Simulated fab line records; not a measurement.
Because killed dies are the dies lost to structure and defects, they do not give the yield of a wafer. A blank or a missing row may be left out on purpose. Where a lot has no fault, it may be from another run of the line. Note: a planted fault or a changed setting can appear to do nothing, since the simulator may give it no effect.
Matching of chambers    flow ritCmos    RIT_ACTIVE_ETCH_13 on rieDiel-04 has 4 sister chambers
The step etches Si3N4 in SF6, stops on SiO2, time 210 s, target depth 210 nm. 8 wafers are shown with their chamber, then 7 later ones without.

== WAFERS WITH THEIR CHAMBER ==
wafer   chamber  drypumpMotorCurrentA (A)  throttleValvePct (%)
L344.6  2        5.2                       7.60
L345.1  1        5.6                       7.44
L345.5  0        5.6                       7.62
L355.1  3        5.9                       7.62
L355.2  2        5.2                       7.60
L355.3  1        5.5                       7.46
L357.4  3        5.9                       7.63
L357.5  0        5.6                       7.62

== WAFERS WITHOUT THEIR CHAMBER ==
wafer   drypumpMotorCurrentA (A)  throttleValvePct (%)
L357.6  5.5                       7.45
L360.1  5.6                       7.61
L360.2  5.2                       7.61
L360.4  5.6                       7.43
L362.4  5.2                       7.62
L362.5  5.6                       7.63
L362.6  5.9                       7.62

== THE CHAMBER EACH PASSED THROUGH ==
wafer   from the rows above  in truth
L357.6  1                    1
L360.1  0                    0
L360.2  2                    2
L360.4  1                    1
L362.4  2                    2
L362.5  0                    0
L362.6  3                    3
Correct placement for 7 of the 7. Can't be placed from these rows: 0. Placed wrongly: 0.
How it was worked out, from the rows above alone: a wafer's distance from a chamber is the root of the sum, over the readings, of the square of ((its reading less the chamber's mean) divided by the reading's scatter). The wafer belongs to the nearest chamber; if the next one is less than 2 further off, it can't be placed. The mean given for a chamber averages the wafers shown for that chamber. How the scatter is found: for the shown wafers, subtract from each reading the mean of its chamber, square and add these, divide the total by (wafers less chambers), then take the root.
